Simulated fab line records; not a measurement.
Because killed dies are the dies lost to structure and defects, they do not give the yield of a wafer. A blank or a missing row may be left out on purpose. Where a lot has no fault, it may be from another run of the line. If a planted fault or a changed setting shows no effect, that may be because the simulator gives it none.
Split-lot study | flow berkeley_cmos170 | 5 lots, 23 wafers read, on a route of 331 steps

## THE SPLIT ITSELF
At UCB170_SILICIDE_SPUTTER_01 (material Ti, target thk 30 nm, time 25 s), the setting time_s was moved away from the recipe's 25 s on 8 of the 23 wafers read, by -14.8% to +10.9%. For the rest of the wafers, this setting stayed at what the recipe calls for.

## FROM SPLIT TO READING: 1 step shown by the file between the two
- UCB170_SILICIDE_RS_MEAS_02: measures by four-point-probe

## THE READING
SILICIDE_TI_THK, in nm, at UCB170_SILICIDE_THK_MEAS_03 (measures by xrf). On this fab line, fault-free wafers typically give 29.6 nm with a standard deviation of 0.48 nm.

wafer  | tool, chamber at the split | time_s as run, s | against the recipe | SILICIDE_TI_THK, nm | against lot-mates on the recipe
L075.1 | pvd_sputter-01, -          | 25               | recipe             | 30.1                | -
L075.2 | pvd_sputter-01, -          | 25               | recipe             | 30.0                | -
L075.4 | pvd_sputter-01, -          | 25               | recipe             | 30.0                | -
L075.5 | pvd_sputter-01, -          | 25               | recipe             | 29.4                | -
L075.6 | pvd_sputter-01, -          | 25               | recipe             | 29.9                | -
L080.1 | pvd_sputter-03, -          | 25               | recipe             | 29.5                | -
L080.5 | pvd_sputter-03, -          | 25               | recipe             | 28.5                | -
L080.6 | pvd_sputter-03, -          | 25               | recipe             | 29.9                | -
L076.1 | pvd_sputter-04, -          | 25               | recipe             | 30.1                | -
L076.2 | pvd_sputter-04, -          | 25               | recipe             | 30.4                | -
L076.3 | pvd_sputter-04, -          | 27.72            | +10.9%             | 32.7                | +2.5
L076.5 | pvd_sputter-04, -          | 25               | recipe             | 30.0                | -
L076.6 | pvd_sputter-04, -          | 27.72            | +10.9%             | 32.6                | +2.4
L079.1 | pvd_sputter-01, -          | 21.69            | -13.2%             | 25.8                | -3.8
L079.2 | pvd_sputter-01, -          | 25               | recipe             | 29.6                | -
L079.3 | pvd_sputter-01, -          | 21.69            | -13.2%             | 26.3                | -3.3
L079.5 | pvd_sputter-01, -          | 25               | recipe             | 29.7                | -
L079.6 | pvd_sputter-01, -          | 21.69            | -13.2%             | 25.3                | -4.3
L084.1 | pvd_sputter-01, -          | 21.31            | -14.8%             | 25.4                | -5.0
L084.2 | pvd_sputter-01, -          | 21.31            | -14.8%             | 25.1                | -5.2
L084.3 | pvd_sputter-01, -          | 21.31            | -14.8%             | 26.0                | -4.4
L084.4 | pvd_sputter-01, -          | 25               | recipe             | 30.3                | -
L084.6 | pvd_sputter-01, -          | 25               | recipe             | 30.4                | -

THE FIT
A straight line over all 23 wafers: SILICIDE_TI_THK changes by +0.29 nm for each +1% of time_s; r = +0.98; the points scatter about the line by 0.46 nm.
The same after taking each lot's own level away (the mean of its wafers on the recipe; 23 wafers): +0.292 nm for each +1%; r = +0.98; scatter 0.43 nm.
Per that fit: largest time_s move, reading shift of 4.3 nm.
The span of the lots' own levels, 29.30 to 30.35 nm, comes to 2.2 times the standard deviation stated above.
The two slopes agree, so the slope changes little with the lot-to-lot level.
Check: -4.34 nm against its lot-mates is what the line predicts for one of the wafers moved furthest among these (-14.8%) when that wafer is left out of the fit. Against them it came out at -4.95 nm.

## THE OTHER SPLITS THESE WAFERS WENT THROUGH
These wafers also went through other splits before the reading. Each is held against what the fit with the lots' levels taken away leaves over:
other split on the same wafers   | wafers away from the commonest value | r with SILICIDE_TI_THK (lot level and that fit taken away)
UCB170_PSD_COAT_01 resist_thk_nm | 7                                    | +0.06
UCB170_NSD_EXPOSE_03 dose_mj     | 6                                    | +0.14
UCB170_NSD_IMPLANT_08 dose_cm2   | 7                                    | -0.24

## THE WHOLE CHAIN: every reading that the file lists as answering this split, in the file's order
step                        | what it does                             | reading                                                                           | change (the file's fit)               | r (the file's)
UCB170_SILICIDE_SPUTTER_01  | material Ti, target thk 30 nm, time 25 s | Ti_of_SILICIDE_SPUTTER_01.thk_nm (the simulator's own value, which no gauge read) | +0.299 nm for each +1% of the setting | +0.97
UCB170_SILICIDE_RS_MEAS_02  | measures by four-point-probe             | SILICIDE_TI_RS                                                                    | -0.345 for each +1% of the setting    | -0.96
UCB170_SILICIDE_THK_MEAS_03 | measures by xrf                          | SILICIDE_TI_THK                                                                   | +0.293 for each +1% of the setting    | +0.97

## THE FILE'S OWN FIT
SILICIDE_TI_THK changes by +0.293 nm for each +1% of time_s, r = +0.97.
